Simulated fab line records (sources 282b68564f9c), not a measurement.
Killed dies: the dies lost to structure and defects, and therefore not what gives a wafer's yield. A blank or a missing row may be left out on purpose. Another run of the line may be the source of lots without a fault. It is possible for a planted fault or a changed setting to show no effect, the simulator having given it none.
A lot that was struck, set against a sound lot    flow rit-cmos    27 steps out of a route of 202
Sound: the wafers L631.4, L631.5, L631.6. Struck: wafer L644.2 (left out: L644.3, L644.6 of the same lot, which were not struck); the cause appears at the end.
For every step that has rows: the tool of each side, followed by ch and its chambers, followed by its first start. Under that, the readings that differ: sound wafers    struck wafers    difference of the means    sigmas: that difference in standard deviations of wafers without a fault.
alike: words and numbers the same on both sides, and readings whose means are apart by under 2 such deviations; not compared: readings that were withheld, readings missing a value for some wafer, numbers with overlapping values and no deviation given by the record, and bounds like >300 which may hide the same value.
Wherever a step has rows on one side only, a row that says differs or no value, or a row with sigmas, the two part there. Numbers that don't overlap but have no deviation are shown without sigmas and don't part them. A reading missing from all wafers of one side parts the sides only when that side holds two or more wafers.

first, 4 steps without rows for these wafers: RIT_CONTACT_SOFTBAKE_04 (time 60 s); RIT_CONTACT_EXPOSE_05 (exposes mask M11, target cd 1000 nm); RIT_CONTACT_PEB_06; RIT_CONTACT_DEVELOP_07 (develop time 120 s).
RIT_CONTACT_CD_MEAS_08: target cd 1000 nm.
  sound on cd-sem-01, day 4 06:44; struck on cd-sem-01, day 6 21:34
  alike: cd-nm
RIT_CONTACT_OVL_MEAS_09:
  sound on overlay-02, day 4 06:49; struck on overlay-01, day 6 21:40
  alike: CONTACT_OVL
then, 1 step without rows for these wafers: RIT_CONTACT_HARDBAKE_10 (time 60 s).
RIT_CONTACT_ETCH_11: etches SiO2 in CHF3/CF4/Ar, stops on TiSi2, target depth 480 nm, time 320 s.
  sound on rie-diel-03 ch 0,3, day 4 06:59; struck on rie-diel-03 ch 3, day 6 21:51
  alike: drypump-motor-current-A, oes-product-au, throttle-valve-pct
  not compared: rf-hours-counter-h
RIT_CONTACT_STRIP_12: strips in O2, time 180 s.
  sound on plasma-asher-01 ch 0,1, day 4 07:14; struck on plasma-asher-03 ch 0, day 6 22:03
reading                 sound  struck  difference                    sigmas
rf-hours-counter-h (h)  - - -  47      no value on the sound wafers  
  alike: drypump-motor-current-A
RIT_CONTACT_CD_MEAS_90: target cd 1000 nm.
  sound on cd-sem-02, day 4 07:25; struck on cd-sem-02, day 6 22:14
  alike: cd-nm
then, 2 steps without rows for these wafers: RIT_CONTACT_CLEAN_13 (cleans in SC1, time 600 s); RIT_CONTACT_CLEAN_14 (cleans in SC2, time 600 s).
RIT_M1_SPUTTER_00: material Al, target thk 400 nm, time 500 s.
  sound on pvd-sputter-04, day 4 07:50; struck on pvd-sputter-03, day 6 22:54
reading                                sound          struck  difference  sigmas
model.Al_of_M1_SPUTTER_00.thk-nm (nm)  394 399 400.9  510.9   +112.9      
  alike: throttle-valve-pct
RIT_M1_RS_MEAS_01: uses a four-point probe to measure.
  sound on film-metro-03, day 4 08:11; struck on film-metro-01, day 6 23:13
reading            sound                 struck  difference  sigmas
M1_AL_RS (ohm/sq)  0.0746 0.0737 0.0733  0.0573  -0.0166     -18
RIT_M1_THK_MEAS_02: measures by xrf.
  sound on film-metro-03, day 4 08:17; struck on film-metro-01, day 6 23:19
reading         sound        struck  difference  sigmas
M1_AL_THK (nm)  397 403 404  513     +112        +21
then, 6 steps without rows for these wafers: RIT_M1_HMDS_03 (prime time 60 s); RIT_M1_COAT_04 (resist thk 1300 nm); RIT_M1_SOFTBAKE_05 (time 60 s); RIT_M1_EXPOSE_06 (exposes mask M12, target cd 2600 nm); RIT_M1_PEB_07; RIT_M1_DEVELOP_08 (develop time 64.68 s).
RIT_M1_CD_MEAS_09: target cd 2600 nm.
  sound on cd-sem-01, day 4 09:36; struck on cd-sem-01, day 7 00:24
  alike: cd-nm
RIT_M1_OVL_MEAS_10:
  sound on overlay-02, day 4 09:41; struck on overlay-01, day 7 00:30
  alike: M1_OVL
then, 1 step without rows for these wafers: RIT_M1_HARDBAKE_11 (time 120 s).
RIT_M1_METAL_ETCH_12: etches Al in Cl2/BCl3, stops on SiO2, time 165 s, target depth 600 nm.
  sound on rie-metal-04 ch 0,1, day 4 10:01; struck on rie-metal-03 ch 1, day 7 00:49
reading                 sound              struck  difference                    sigmas
oes-product-au (a.u.)   0.776 0.788 0.778  0.884   +0.103                        +9
rf-hours-counter-h (h)  - - -              2       no value on the sound wafers  
  alike: drypump-motor-current-A, throttle-valve-pct
then, 1 step without rows for these wafers: RIT_M1_STRIP_13 (strips in nmp, time 600 s).
RIT_M1_PROBE_99:
  sound on prober-01, day 4 12:21; struck on prober-01, day 7 03:10
reading                                         sound                       struck     difference  sigmas
model.etest.tester.sort-n-pass                  255 253 256                 240        -15         
model.etest.tester.sort-yield-pct (%)           96.59 95.83 96.97           90.91      -5.55       
model.etest.m1-comb-over-steps.leak-log10-a-um  -12.69 -12.78 -12.84        -10.25     +2.52       
model.etest.m1.rs-ohm-sq                        0.07373 0.07257 0.07317     0.05681    -0.01635    
model.etest.antenna-m1.vt-shift-v (V)           -0.01191 -0.01345 -0.01575  -0.006703  +0.007000   
  alike: defect-limited-yield, killed-at-contacts, killed-at-front-end, killed-dies, killed-open, killed-short

## WHERE THEY PART
At RIT_CONTACT_STRIP_12 first; at RIT_M1_METAL_ETCH_12 last (within this record only). Later steps at which nothing parts them and some readings are alike: RIT_M1_PROBE_99.

WHY: whatever the simulator had introduced
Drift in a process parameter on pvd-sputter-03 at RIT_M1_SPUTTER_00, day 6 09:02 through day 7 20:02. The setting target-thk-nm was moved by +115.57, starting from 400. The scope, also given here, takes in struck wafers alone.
